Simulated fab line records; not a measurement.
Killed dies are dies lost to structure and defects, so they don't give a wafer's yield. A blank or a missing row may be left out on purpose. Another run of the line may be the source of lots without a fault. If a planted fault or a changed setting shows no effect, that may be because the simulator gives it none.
fab line records -- flow rit-cmos
record lots=6, wafers=18, last-day=7
route steps=202 shown ACTIVE@8 FOX1@20 M1@202
lots that met no fault: from a run of the same line without faults
start-h: the number of hours between the record's first day and the start of the first shown wafer of the lot -- wait-h: hours since the lot's step before -- " identical to the entry in the row above -- L1.1+2: a single row standing in for several wafers -- - no value, or no start was given -- * or withheld: withheld -- < > ~ a bound
route shown NAME@n: a module of which the file shows steps, and the number in the route of the first -- usual: mean/standard deviation of fault-free wafers -- same: alike in all rows -- chamber/n: place in a boat -- sites: readings site by site -- _std_site: standard deviation across them -- _edge_site: the outer-site mean with the inner-site mean subtracted -- radius-mm: for every site, how far away it sits from the centre of the wafer -- mask NAME#n: copy n -- behind: the most recent tool/chamber to have shaped the wafer -- hold: the reason the lot was held/the length of the hold in hours/how it ended -- device: whichever transistor did not switch (one of n, p or np) -- end of line: tests of these same wafers at the route's end -- for a step that has no rows: nothing shown but its recipe -- killed: dies that structure and defects cost at the first sort, which is not the same as the wafer's yield -- map: dies across one wafer; x = killed, . = not, _ = none there
set.NAME: the setting that was run; set.NAME@STEP: the one run at that earlier step -- model.NAME: the simulator's own value behind a step, which no gauge read
certain route steps with their lots: each step a table, each wafer a row
services: from which hour (start-h, from the record's first day; less than 0 if before it) a tool's chamber was out of use, for how many hours, and why
## steps
# step RIT_ACTIVE_SOFTBAKE_07
# recipe resist=NOVOLAK, temp-c=90, time-s=60
# step RIT_ACTIVE_EXPOSE_08
# recipe mask-id=M1, na=0.6, source-shape=conventional, sigma-outer=0.6, target-cd-nm=1400, dose-mj=225
# step RIT_ACTIVE_PEB_09
# recipe resist=NOVOLAK, temp-c=withheld, time-s=withheld
# step RIT_ACTIVE_DEVELOP_10
# recipe resist=NOVOLAK, develop-time-s=50, dev-temp-c=23
# step RIT_ACTIVE_CD_MEAS_11
# recipe target-cd-nm=1400
# usual cd-nm=1400.1/2.3
lot.wafer,tool,chamber,start-h,wait-h,cd-nm
L258.2,cd-sem-01,-,34.58,-,1400.2
L258.4,cd-sem-01,-,34.58,-,1398.2
L258.5,cd-sem-01,-,34.58,-,1396.7
L263.1,cd-sem-01,-,59.92,-,1399.9
L263.3,cd-sem-01,-,59.92,-,1400.5
L263.4,cd-sem-01,-,59.92,-,1399.7
L267.2,cd-sem-01,-,79.58,-,1394.3
L267.4,cd-sem-01,-,79.58,-,1395.5
L267.5,cd-sem-01,-,79.58,-,1392.6
L268.1,cd-sem-02,-,85.55,-,1398.0
L268.3,cd-sem-02,-,85.55,-,1397.9
L268.6,cd-sem-02,-,85.55,-,1398.9
L270.1,cd-sem-01,-,94.56,-,1400.6
L270.3,cd-sem-01,-,94.56,-,1403.3
L270.4,cd-sem-01,-,94.56,-,1403.2
L277.3,cd-sem-01,-,129.60,-,1398.7
L277.4,cd-sem-01,-,129.60,-,1399.7
L277.6,cd-sem-01,-,129.60,-,1401.3
# step RIT_ACTIVE_HARDBAKE_12
# recipe resist=NOVOLAK, temp-c=140, time-s=60
# step RIT_ACTIVE_ETCH_13
# recipe stop-on=SiO2, chemistry=SF6, target=Si3N4, time-s=210, over-etch-frac=0.4, SF6_flow_sccm=200, pressure-mtorr=271.2, rf-w=125, target-depth-a=2100
# usual SF6_flow_sccm=199.9/0.56, drypump-motor-current-A=5.7/0.43, oes-product-au=0.818/0.014, throttle-valve-pct=7.32/0.08
lot.wafer,tool,chamber,start-h,wait-h,SF6_flow_sccm,drypump-motor-current-A,oes-product-au,rf-hours-counter-h,throttle-valve-pct
L258.2,rie-diel-04,0,34.83,0.1,199.9,4.9,0.829,5,7.32
L258.4,rie-diel-04,2,34.83,0.1,200.4,5.8,0.815,29,7.11
L258.5,rie-diel-04,2,34.83,0.1,200.2,5.8,0.815,-,7.15
L263.1,rie-diel-03,3,60.19,0.1,199.7,5.7,0.789,124,7.38
L263.3,rie-diel-03,0,60.19,0.1,199.5,5.7,0.816,1,7.30
L263.4,rie-diel-03,2,60.19,0.1,200.0,5.5,0.804,6,7.31
L267.2,rie-diel-04,1,79.83,0.1,201.0,6.5,0.821,141,7.31
L267.4,rie-diel-04,3,79.83,0.1,200.0,5.6,0.842,99,7.24
L267.5,rie-diel-04,2,79.83,0.1,199.3,5.8,0.813,-,7.14
L268.1,rie-diel-03,1,85.82,0.1,199.4,6.3,0.815,84,7.38
L268.3,rie-diel-03,2,85.82,0.1,199.4,5.6,0.812,7,7.35
L268.6,rie-diel-03,3,85.82,0.1,201.0,5.8,0.792,-,7.38
L270.1,rie-diel-01,0,94.83,0.1,199.2,5.6,0.814,121,7.35
L270.3,rie-diel-01,3,94.83,0.1,200.1,5.2,0.810,84,7.50
L270.4,rie-diel-01,2,94.83,0.1,199.9,6.2,0.835,75,7.38
L277.3,rie-diel-03,2,129.90,0.1,199.9,5.6,0.821,7,7.32
L277.4,rie-diel-03,0,129.90,0.1,200.3,5.7,0.819,3,7.30
L277.6,rie-diel-03,1,129.90,0.1,201.1,6.3,0.820,-,7.38
# step RIT_ACTIVE_STRIP_14
# recipe chemistry=O2, time-s=180, resist=NOVOLAK, platen-temp-c=withheld, power-w=500, pressure-mtorr=4000, o2-flow-sccm=4000
# usual drypump-motor-current-A=5.6/0.36
lot.wafer,tool,chamber,start-h,wait-h,drypump-motor-current-A,rf-hours-counter-h
L258.2,plasma-asher-02,1,34.97,0.1,5.7,37
L258.4,plasma-asher-02,1,34.97,0.1,5.7,-
L258.5,plasma-asher-02,0,34.97,0.1,5.3,-
L263.1,plasma-asher-01,0,60.32,0.1,5.4,41
L263.3,plasma-asher-01,0,60.32,0.1,5.4,-
L263.4,plasma-asher-01,1,60.32,0.1,6.2,-
L267.2,plasma-asher-02,0,79.97,0.1,5.3,43
L267.4,plasma-asher-02,0,79.97,0.1,5.3,-
L267.5,plasma-asher-02,0,79.97,0.1,5.3,-
L268.1,plasma-asher-02,0,85.96,0.1,5.3,44
L268.3,plasma-asher-02,0,85.96,0.1,5.3,-
L268.6,plasma-asher-02,1,85.96,0.1,5.7,-
L270.1,plasma-asher-02,0,94.97,0.1,5.3,45
L270.3,plasma-asher-02,1,94.97,0.1,5.7,-
L270.4,plasma-asher-02,0,94.97,0.1,5.3,-
L277.3,plasma-asher-02,0,130.09,0.1,5.3,-
L277.4,plasma-asher-02,1,130.09,0.1,5.7,-
L277.6,plasma-asher-02,1,130.09,0.1,5.7,-
# step RIT_ACTIVE_CD_MEAS_90
# recipe target-cd-nm=1400
# usual cd-nm=1400.0/2.3
lot.wafer,tool,chamber,start-h,wait-h,cd-nm
L258.2,cd-sem-02,-,35.16,0.1,1400.0
L258.4,cd-sem-02,-,35.16,0.1,1398.0
L258.5,cd-sem-02,-,35.16,0.1,1396.2
L263.1,cd-sem-02,-,60.50,0.1,1399.9
L263.3,cd-sem-02,-,60.50,0.1,1400.3
L263.4,cd-sem-02,-,60.50,0.1,1399.3
L267.2,cd-sem-02,-,80.16,0.1,1394.2
L267.4,cd-sem-02,-,80.16,0.1,1395.5
L267.5,cd-sem-02,-,80.16,0.1,1392.8
L268.1,cd-sem-01,-,86.13,0.1,1397.9
L268.3,cd-sem-01,-,86.13,0.1,1397.9
L268.6,cd-sem-01,-,86.13,0.1,1398.7
L270.1,cd-sem-01,-,95.14,0.1,1400.5
L270.3,cd-sem-01,-,95.14,0.1,1403.2
L270.4,cd-sem-01,-,95.14,0.1,1403.2
L277.3,cd-sem-02,-,130.25,0.1,1399.0
L277.4,cd-sem-02,-,130.25,0.1,1400.1
L277.6,cd-sem-02,-,130.25,0.1,1401.5
# step RIT_ACTIVE_CLEAN_15
# recipe chemistry=SC1, mix=3:3:50, time-s=600, temp-c=75
# step RIT_ACTIVE_CLEAN_16
# recipe chemistry=dHF, dilution=50:1, time-s=30
# step RIT_ACTIVE_CLEAN_17
# recipe chemistry=SC2, mix=3:3:50, time-s=600, temp-c=75, dry=n2-spin
# step RIT_FOX1_OXIDATION_00
# recipe temp-c=1100, ambient=H2O, target-thk-a=3507, p-h2o-torr=720, ox-time-s=1130
# usual spike-tc-centre-C=1101.8/1.3, spike-tc-load-C=1128/5.3, spike-tc-source-C=1126.4/1.8, tube-center-temp-C=1100/0.099, tube_center_temp_C_max=1102.9/0.44, zone-power-source-pct=44/7.1
lot.wafer,tool,chamber,start-h,wait-h,spike-tc-centre-C,spike-tc-load-C,spike-tc-source-C,tube-center-temp-C,tube_center_temp_C_max,zone-power-source-pct,model.SiO2_of_FOX1_OXIDATION_00.thk-nm
L258.2,furnace-04,0,38.83,3.2,1101.0,1132,1127.7,1100,1102.5,52,358.3
L258.4,furnace-04,0,38.83,3.2,1100.9,1134,1125.9,1100,1103.4,52,364.4
L258.5,furnace-04,0,38.83,3.2,1100.7,1134,1125.7,1100.1,1102.5,51,359.8
L263.1,furnace-03,0,61.02,0.0,1102.9,1123,1128.7,1100,1102.6,39,341.6
L263.3,furnace-03,0,61.02,0.0,1103.5,1123,1127.0,1099.9,1102.5,40,337.3
L263.4,furnace-03,0,61.02,0.0,1102.7,1124,1126.3,1100.2,1102.4,40,345.7
L267.2,furnace-03,0,80.65,0.0,1079.7,1100,1100.6,1075,1077.6,38,298.1
L267.4,furnace-03,0,80.65,0.0,1077.5,1099,1102.6,1074.8,1077.9,38,302.1
L267.5,furnace-03,0,80.65,0.0,1077.9,1098,1103.1,1075.2,1078.6,38,305.6
L268.1,furnace-04,0,86.62,0.0,1101.2,1134,1125.1,1100,1103.0,52,355.5
L268.3,furnace-04,0,86.62,0.0,1100.9,1134,1126.3,1100,1102.8,52,348.3
L268.6,furnace-04,0,86.62,0.0,1100.7,1133,1126.4,1100.1,1102.5,52,349.6
L270.1,furnace-03,0,95.63,0.0,1079.5,1098,1102.9,1075.1,1077.6,38,317.2
L270.3,furnace-03,0,95.63,0.0,1077.6,1098,1104.1,1075.1,1077.6,38,313.4
L270.4,furnace-03,0,95.63,0.0,1077.5,1099,1104.7,1075.2,1078.2,37,317
L277.3,furnace-04,0,130.70,0.0,1100.4,1135,1124.6,1100,1102.6,51,368.5
L277.4,furnace-04,0,130.70,0.0,1101.0,1132,1128.6,1100,1103.2,52,358.4
L277.6,furnace-04,0,130.70,0.0,1098.3,1135,1126.3,1100.1,1102.4,51,367.1
# step RIT_FOX1_THK_MEAS_01
# recipe reads=SiO2_of_FOX1_OXIDATION_00
# usual FOX1_OXIDE_THK=354/7.8
lot.wafer,tool,chamber,start-h,wait-h,FOX1_OXIDE_THK[nm]
L258.2,film-metro-01,-,40.16,0.0,358
L258.4,film-metro-01,-,40.16,0.0,364
L258.5,film-metro-01,-,40.16,0.0,360
L263.1,film-metro-01,-,62.33,0.0,342
L263.3,film-metro-01,-,62.33,0.0,338
L263.4,film-metro-01,-,62.33,0.0,346
L267.2,film-metro-01,-,81.97,0.0,298
L267.4,film-metro-01,-,81.97,0.0,302
L267.5,film-metro-01,-,81.97,0.0,305
L268.1,film-metro-01,-,87.93,0.0,355
L268.3,film-metro-01,-,87.93,0.0,348
L268.6,film-metro-01,-,87.93,0.0,350
L270.1,film-metro-01,-,96.94,0.0,317
L270.3,film-metro-01,-,96.94,0.0,313
L270.4,film-metro-01,-,96.94,0.0,317
L277.3,film-metro-02,-,132.03,0.0,369
L277.4,film-metro-02,-,132.03,0.0,358
L277.6,film-metro-02,-,132.03,0.0,367
# step RIT_FOX1_WET_ETCH_02
# recipe chemistry=BOE, target-depth-nm=350, time-s=390, temp-c=21.5, dry=n2-spin, dilution=10:1, target=SiO2
# step RIT_M1_PROBE_99
# usual killed-at-contacts=0.1/0.24, killed-at-front-end=7.1/2.8, killed-dies=7.2/2.8, killed-open=3.6/2.1, killed-short=3.6/1.9
# same gross-dies=264, killed_at_M0_to_M3=0, killed_at_M4_up=0, killed-at-back-side=0, killed-at-other=0
lot.wafer,tool,chamber,start-h,wait-h,killed-at-contacts,killed-at-front-end,killed-dies,killed-open,killed-short,model.etest.pplus-sal.width-nm,model.etest.nplus-sal.width-nm,model.etest.pldd.width-nm,model.etest.nldd.width-nm
L258.2,prober-01,-,81.27,0.1,0,6,6,3,3,3422,3430,3133,3143
L258.4,prober-01,-,81.37,0.2,0,5,5,1,4,3415,3427,3132,3126
L258.5,prober-01,-,81.42,0.2,0,7,7,4,3,3413,3427,3139,3116
L263.1,prober-02,-,102.10,0.1,0,11,11,9,2,3459,3444,3178,3196
L263.3,prober-02,-,102.20,0.2,0,8,8,6,2,3439,3447,3166,3155
L263.4,prober-02,-,102.25,0.2,0,6,6,3,3,3433,3422,3177,3171
L267.2,prober-01,-,121.37,0.1,0,9,9,2,7,3497,3508,3202,3212
L267.4,prober-01,-,121.47,0.2,0,6,6,4,2,3500,3489,3226,3203
L267.5,prober-01,-,121.52,0.2,0,9,9,5,4,3501,3476,3210,3212
L268.1,prober-02,-,127.81,0.1,0,8,8,3,5,3418,3459,3161,3171
L268.3,prober-02,-,127.91,0.2,0,17,17,10,7,3428,3452,3178,3193
L268.6,prober-02,-,128.06,0.2,0,8,8,7,1,3430,3433,3170,3191
L270.1,prober-02,-,138.02,0.1,0,3,3,3,0,3482,3492,3227,3199
L270.3,prober-02,-,138.12,0.2,0,4,4,0,4,3473,3471,3219,3217
L270.4,prober-02,-,138.17,0.2,0,7,7,2,5,3495,3481,3230,3236
L277.3,prober-02,-,178.77,0.2,1,7,8,6,2,3443,3412,3142,3132
L277.4,prober-02,-,178.82,0.2,0,13,13,8,5,3426,3437,3155,3158
L277.6,prober-02,-,178.92,0.2,0,7,7,4,3,3428,3424,3148,3166
# killed by level:class
L258.2 FOX2:geometric-particle:short=2 FOX1:geometric-particle:open=1 GATE:geometric-particle:open=1 SILICIDE:geometric-particle:short=1 SILICIDE:geometric-particle:open=1
L258.4 SPACER:geometric-particle:short=2 FOX2:geometric-particle:short=1 GATE:geometric-particle:open=1 REOX:geometric-particle:short=1
L258.5 SILICIDE:geometric-particle:open=2 FOX2:geometric-particle:short=1 GATE:geometric-particle:open=1 SPACER:geometric-particle:short=1 SPACER:geometric-particle:open=1 SILICIDE:geometric-particle:short=1
L263.1 GATE:geometric-particle:open=7 FOX1:geometric-particle:short=1 FOX1:geometric-particle:open=1 GATE:geometric-particle:short=1 SPACER:geometric-particle:open=1
L263.3 GATE:geometric-particle:open=3 REOX:geometric-particle:open=2 FOX1:geometric-particle:open=1 FOX1:geometric-particle:short=1 GATE:geometric-particle:short=1
L263.4 FOX2:geometric-particle:short=2 GATE:geometric-particle:open=2 FOX2:geometric-particle:open=1 GATE:geometric-particle:short=1
L267.2 GATE:geometric-particle:short=3 FOX2:geometric-particle:short=2 GATE:geometric-particle:open=1 REOX:geometric-particle:open=1 REOX:geometric-particle:short=1 SPACER:geometric-particle:short=1
L267.4 FOX1:geometric-particle:short=1 GATE:geometric-particle:open=1 REOX:geometric-particle:open=1 REOX:geometric-particle:short=1 SPACER:geometric-particle:open=1 SILICIDE:geometric-particle:open=1
L267.5 SPACER:geometric-particle:open=3 GATE:geometric-particle:open=2 SPACER:geometric-particle:short=2 FOX1:geometric-particle:short=1 GATE:geometric-particle:short=1
L268.1 REOX:geometric-particle:short=4 GATE:geometric-particle:open=2 GATE:geometric-particle:short=1 SILICIDE:geometric-particle:open=1
L268.3 GATE:geometric-particle:open=5 FOX1:geometric-particle:open=3 FOX1:geometric-particle:short=3 SILICIDE:geometric-particle:open=2 SILICIDE:geometric-particle:short=2 GATE:geometric-particle:short=1 REOX:geometric-particle:short=1
L268.6 GATE:geometric-particle:open=4 REOX:geometric-particle:open=2 FOX1:geometric-particle:open=1 GATE:geometric-particle:short=1
L270.1 FOX1:geometric-particle:open=1 SPACER:geometric-particle:open=1 SILICIDE:geometric-particle:open=1
L270.3 FOX1:geometric-particle:short=1 REOX:geometric-particle:short=1 SPACER:geometric-particle:short=1 SILICIDE:geometric-particle:short=1
L270.4 FOX1:geometric-particle:short=2 FOX1:geometric-particle:open=1 GATE:geometric-particle:open=1 REOX:geometric-particle:short=1 SPACER:geometric-particle:short=1 SILICIDE:geometric-particle:short=1
L277.3 FOX2:geometric-particle:open=2 SPACER:geometric-particle:open=2 FOX1:geometric-particle:short=1 GATE:geometric-particle:short=1 GATE:geometric-particle:open=1 CONTACT:geometric-particle:open=1
L277.4 FOX2:geometric-particle:open=4 FOX1:geometric-particle:short=2 GATE:geometric-particle:short=2 GATE:geometric-particle:open=2 REOX:geometric-particle:open=2 FOX2:geometric-particle:short=1
L277.6 ACTIVE:geometric-particle:open=1 FOX1:geometric-particle:open=1 GATE:geometric-particle:open=1 GATE:geometric-particle:short=1 SPACER:geometric-particle:short=1 SILICIDE:geometric-particle:short=1 SILICIDE:geometric-particle:open=1
## services
tool,chamber,start-h,hours,kind
rie-diel-04,-,11.65,14.6,pm
plasma-asher-01,-,26.35,2.8,pm
rie-diel-04,2,46.93,6.5,repair
rie-diel-01,-,49.81,14.6,pm
plasma-asher-01,-,61.46,1.8,repair
rie-diel-04,1,93.59,5.7,repair
rie-diel-03,0,99.66,7.5,repair
plasma-asher-02,-,108.75,9.0,pm
plasma-asher-02,0,108.75,9.0,vent-cycle
plasma-asher-02,1,108.75,9.0,vent-cycle
rie-diel-04,0,115.14,22.4,repair
plasma-asher-02,0,117.75,-,clean
plasma-asher-02,1,117.75,-,clean
rie-diel-01,3,118.27,4.3,repair
plasma-asher-01,-,128.92,8.7,repair
## key
first-sign step=RIT_FOX1_OXIDATION_00, reading=tube-center-temp-C, direction=down, sigmas=99+, usual=*, struck=*
effect step=RIT_FOX1_OXIDATION_00, reading=tube_center_temp_C_max, direction=down, sigmas=56, usual=*, struck=*
effect step=RIT_FOX1_THK_MEAS_01, reading=FOX1_OXIDE_THK, direction=down, sigmas=5.8, usual=354, struck=309
model-effect step=RIT_FOX1_OXIDATION_00, value=SiO2_of_FOX1_OXIDATION_00.thk-nm, without=351.7, struck=308.9
model-effect step=RIT_M1_PROBE_99, value=etest.pplus-sal.width-nm, without=3446, struck=3491
met-at RIT_FOX1_OXIDATION_00
struck-wafers L267.2,L267.4,L267.5,L270.1,L270.3,L270.4
tester-left-out L267,L270
onset-between 61.02 80.65
fault kind=process-parameter-drift, tool=furnace-03, chamber=-, onset-h=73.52, steps=RIT_FOX1_OXIDATION_00, channel=temp-c, offset=*, shape=step, end-h=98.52, acts-in=*, stated=*
# tester-left-out: of these lots the tester's yield and bins aren't shown, on N5 and GAA mostly nor the transistor test; their killed dies are dies lost to structure and defects alone, not to doping, threshold or leakage, so they don't give the yield
